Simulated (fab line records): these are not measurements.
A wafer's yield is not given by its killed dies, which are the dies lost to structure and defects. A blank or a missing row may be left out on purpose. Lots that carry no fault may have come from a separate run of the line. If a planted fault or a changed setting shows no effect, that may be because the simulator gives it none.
fab line records | flow berkeleyCmos170
[record] lots = 6 wafers = 18 lastDay = 12
route steps=331 shown START@2 ZERO@6 NWELL@14
lots that met no fault: from a run of the same line without faults
startH: the number of hours between the record's first day and the start of the first shown wafer of the lot | waitH: hours elapsed since this lot's preceding step | " as in the row above | L1.1+2: a row that stands for several wafers | - no value, or no start given | * or withheld: withheld | < > ~ a bound
route shown NAME@n: a module of which the file shows steps, and the number in the route of the first | usual: average and standard deviation across the fault-free wafers | same: alike in all rows | chamber/n: place in a boat | sites: readings site by site | _std_site: their standard deviation | _edge_site: outer sites' mean less inner sites' | radiusMm: for every site, how far away it sits from the centre of the wafer | mask NAME#n: copy n | behind: the most recent tool/chamber to have shaped the wafer | hold: cause of the lot's hold/its duration in hours/its outcome | device: which transistor (n, p or np) failed to switch | end of line: the same wafers' tests at the end of the route | where a step has no rows: the recipe by itself | killed: count of dies lost to structure and defects at first sort (not the wafer's yield) | map: shows each die of a wafer: x if killed, . if not, _ if none is there
set.NAME: the run value of the setting; set.NAME@STEP: its run value at that earlier step | model.NAME: the simulator's own value behind a step, which no gauge read
lots at some steps of the route; a table a step, a row a wafer
services: from which hour (startH, from the record's first day; less than 0 if before it) a tool's chamber was out of use, for how many hours, and why
[[steps]]
[step UCB170_START_CLEAN_01]
[recipe] chemistry = dHF dilution = 25:1 timeS = 60
[step UCB170_START_OXIDATION_02]
[recipe] tempC = 950 ambient = O2 targetThkA = 200 oxTimeS = 1800
[step UCB170_START_THK_MEAS_03]
[recipe] reads = SiO2_of_START_OXIDATION_02
[usual] START_OXIDE_THK = 20.1/0.3
// columns lot.wafer tool chamber startH waitH START_OXIDE_THK[nm]
L196.1 filmMetro-01 - 30.33 0.1 19.7
L196.3 " - " " 20.0
L196.6 " - " " 20.0
L202.1 filmMetro-02 - 59.37 0.0 20.0
L202.3 " - " " 20.2
L202.4 " - " " 20.2
L211.1 filmMetro-02 - 104.68 0.0 20.2
L211.2 " - " " 19.9
L211.3 " - " " 20.4
L212.1 filmMetro-02 - 107.93 0.0 20.0
L212.5 " - " " 20.4
L212.6 " - " " 20.2
L215.3 filmMetro-01 - 123.18 0.0 20.5
L215.5 " - " " 20.6
L215.6 " - " " 20.4
L216.3 filmMetro-03 - 127.32 0.0 20.2
L216.4 " - " " 20.2
L216.6 " - " " 20.2
[step UCB170_START_ANNEAL_04]
[recipe] tempC = 950 timeS = 1200 ambient = N2
[step UCB170_ZERO_HMDS_00]
[recipe] primeTimeS = 60 primeTempC = 100
[step UCB170_ZERO_COAT_01]
[recipe] resist = KrF spinRpm = 1500 resistThkNm = 900
[step UCB170_ZERO_SOFTBAKE_02]
[recipe] resist = KrF tempC = 130 timeS = 60
[step UCB170_ZERO_EXPOSE_03]
[recipe] maskId = PM_MARKS na = 0.5 sigmaOuter = 0.6 sourceShape = conventional targetCdNm = 4000 doseMj = 30
[step UCB170_ZERO_PEB_04]
[recipe] pebTempC = 130 pebTimeS = withheld resist = KrF
[step UCB170_ZERO_DEVELOP_05]
[recipe] developer = TMAH developTimeS = 45 resist = KrF devTempC = 21
[step UCB170_ZERO_ETCH_06]
[recipe] chemistry = CHF3/CF4/Ar target = SiO2 timeS = 12 pressureMtorr = 100 rfW = 500 CHF3_flow_sccm = 50 cf4FlowSccm = 10 Ar_flow_sccm = 120 overEtchFrac = 1.58
[usual] CHF3_flow_sccm = 50.01/0.16 cf4FlowSccm = 10.00/0.03 drypumpMotorCurrentA = 5.6/0.38 mfcArSccm = 120.0/0.38 oesProductAu = 0.621/0.0091 throttleValvePct = 9.28/0.12
// columns lot.wafer tool chamber startH waitH CHF3_flow_sccm cf4FlowSccm drypumpMotorCurrentA mfcArSccm oesProductAu rfHoursCounterH throttleValvePct
L196.1 rieDiel-02 3 35.69 - 50.12 10.06 5.8 119.6 0.643 5 9.33
L196.3 " 1 " " 49.93 10.02 5.2 119.8 0.619 101 9.15
L196.6 " 0 " " 49.94 10.00 6.1 120.1 0.630 - 9.35
L202.1 rieDiel-03 3 63.01 - 49.69 10.03 5.0 119.9 0.606 0 9.14
L202.3 " 1 " " 49.91 10.02 5.6 119.9 0.619 16 9.34
L202.4 " 2 " " 50.11 9.95 6.1 120.1 0.622 160 9.34
L211.1 rieDiel-03 3 108.90 - 50.09 10.04 5.0 119.9 0.608 2 9.14
L211.2 " 0 " " 49.90 10.06 5.7 120.1 0.616 147 9.15
L211.3 " 1 " " 50.04 10.03 5.6 120.1 0.621 18 9.33
L212.1 rieDiel-03 0 110.97 - 50.08 9.96 5.7 119.5 0.623 147 9.16
L212.5 " 1 " " 50.28 9.99 5.6 119.8 0.625 - 9.33
L212.6 " 0 " " 49.94 9.98 5.7 119.5 0.623 - 9.14
L215.3 rieDiel-02 2 126.67 - 50.09 9.98 5.4 120.1 0.624 108 9.48
L215.5 " 0 " " 49.61 10.03 6.0 119.9 0.629 - 9.34
L215.6 " 3 " " 50.24 10.01 5.8 120.1 0.636 - 9.33
L216.3 rieDiel-02 3 132.09 - 49.90 10.01 5.8 119.4 0.632 10 9.33
L216.4 " 0 " " 50.03 9.96 6.0 119.7 0.639 32 9.35
L216.6 " 2 " " 49.94 9.96 5.3 120.7 0.627 - 9.47
[step UCB170_ZERO_STRIP_07]
[recipe] chemistry = O2 powerW = 400 pressureMtorr = 3500 platenTempC = withheld o2FlowSccm = 400 overashFraction = 0.5
[usual] drypumpMotorCurrentA = 5.82/0.26 oesProductAu = 0.727/0.0045 stripTimeToEndpointS = 21.52/0.069
// columns lot.wafer tool chamber startH waitH drypumpMotorCurrentA oesProductAu rfHoursCounterH stripTimeToEndpointS
L196.1 plasmaAsher-04 1 35.72 0.0 6.20 0.726 34 21.46
L196.3 " 0 " " 5.82 0.722 - 21.52
L196.6 " 0 " " 5.81 0.729 - 21.54
L202.1 plasmaAsher-02 1 63.03 0.0 6.08 0.731 32 21.55
L202.3 " 0 " " 5.95 0.718 - 21.52
L202.4 " 1 " " 6.09 0.724 - 21.59
L211.1 plasmaAsher-01 0 108.92 0.0 5.51 0.732 32 21.44
L211.2 " 1 " " 5.60 0.728 32 21.42
L211.3 " 1 " " 5.59 0.725 - 21.50
L212.1 plasmaAsher-01 0 111.00 0.0 5.53 0.722 32 21.57
L212.5 " 1 " " 5.59 0.721 - 21.55
L212.6 " 0 " " 5.51 0.726 - 21.60
L215.3 plasmaAsher-02 1 126.73 0.0 6.08 0.735 - 21.54
L215.5 " 0 " " 5.91 0.730 - 21.51
L215.6 " 1 " " 6.08 0.734 - 21.45
L216.3 plasmaAsher-01 0 132.15 0.0 5.51 0.723 - 21.47
L216.4 " 1 " " 5.61 0.728 - 21.45
L216.6 " 1 " " 5.61 0.736 - 21.53
[step UCB170_NWELL_WET_ETCH_00]
[recipe] chemistry = dHF dilution = 25:1 target = SiO2 tempC = 25 timeS = 200
[usual] bathHeatDutyPct = 6.1/0.87 runLengthS = 229/3.9
// columns lot.wafer tool chamber startH waitH bathHeatDutyPct runLengthS model.SiO2_of_START_OXIDATION_02.thkNm
L196.1 wetBench-02 2 35.82 0.1 7.2 225 0
L196.3 " 2 " " 6.7 225 0
L196.6 " 2 " " 6.5 225 0
L202.1 wetBench-04 3 63.26 0.2 6.6 226 0
L202.3 " 3 " " 7.2 226 0
L202.4 " 3 " " 6.7 226 0
L211.1 wetBench-02 2 112.35 3.4 - - 20.18
L211.2 " 2 " " - - 19.8
L211.3 " 2 " " - - 20.39
L212.1 wetBench-02 3 112.35 1.3 - - 20.01
L212.5 " 3 " " - - 20.41
L212.6 " 3 " " - - 20.2
L215.3 wetBench-04 2 127.01 0.2 5.9 227 0
L215.5 " 2 " " 5.9 227 0
L215.6 " 2 " " 5.8 227 0
L216.3 wetBench-04 2 132.21 0.0 5.7 234 0
L216.4 " 2 " " 6.4 234 0
L216.6 " 2 " " 6.0 234 0
[step UCB170_NWELL_OXIDATION_01]
[recipe] tempC = 1000 ambient = O2 targetThkA = 264 oxTimeS = 1260
[[services]]
// columns tool chamber startH hours kind
rieDiel-03 3 32.98 - clean
rieDiel-03 3 32.98 21.6 scheduledDown
rieDiel-03 3 32.98 21.6 ventCycle
rieDiel-02 2 47.21 12.6 repair
rieDiel-03 3 80.75 16.1 repair
plasmaAsher-02 - 108.75 9.0 pm
plasmaAsher-02 0 108.75 9.0 ventCycle
plasmaAsher-02 1 108.75 9.0 ventCycle
plasmaAsher-02 0 117.75 - clean
plasmaAsher-02 1 117.75 - clean
rieDiel-03 2 119.86 - clean
rieDiel-03 2 119.86 21.3 scheduledDown
rieDiel-03 2 119.86 21.3 ventCycle
plasmaAsher-04 - 121.70 2.8 pm
[[key]]
[firstSign] step = UCB170_NWELL_WET_ETCH_00 reading = toolRecord direction = missing
effect none on later readings
[modelEffect] step = UCB170_NWELL_WET_ETCH_00 value = SiO2_of_START_OXIDATION_02.thkNm without = 0 struck = 20.16
metAt UCB170_NWELL_WET_ETCH_00
struckWafers L211.1,L211.2,L211.3,L212.1,L212.5,L212.6
laterRowsLeftOut L211.1,L211.2,L211.3,L212.1,L212.5,L212.6
sortLeftOut L211.1,L211.2,L211.3,L212.1,L212.5,L212.6
testerLeftOut L211,L212
onsetBetween 35.82 112.35
[fault] kind = skippedStepWhole tool = wetBench-02 chamber = - onsetH = 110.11 steps = UCB170_NWELL_WET_ETCH_00 scope = struckLotsOnly
// testerLeftOut: of these lots the tester's yield and bins aren't shown, on N5 and GAA mostly nor the transistor test; their killed dies are dies lost to structure and defects alone, not to doping, threshold or leakage, so they don't give the yield
// sortLeftOut: the simulated sort isn't trusted on such a fault, so these wafers' sort isn't shown, and their yield isn't known
// laterRowsLeftOut: the simulator's readings of these wafers behind a module that went badly wrong aren't trusted and aren't shown, but for the sort
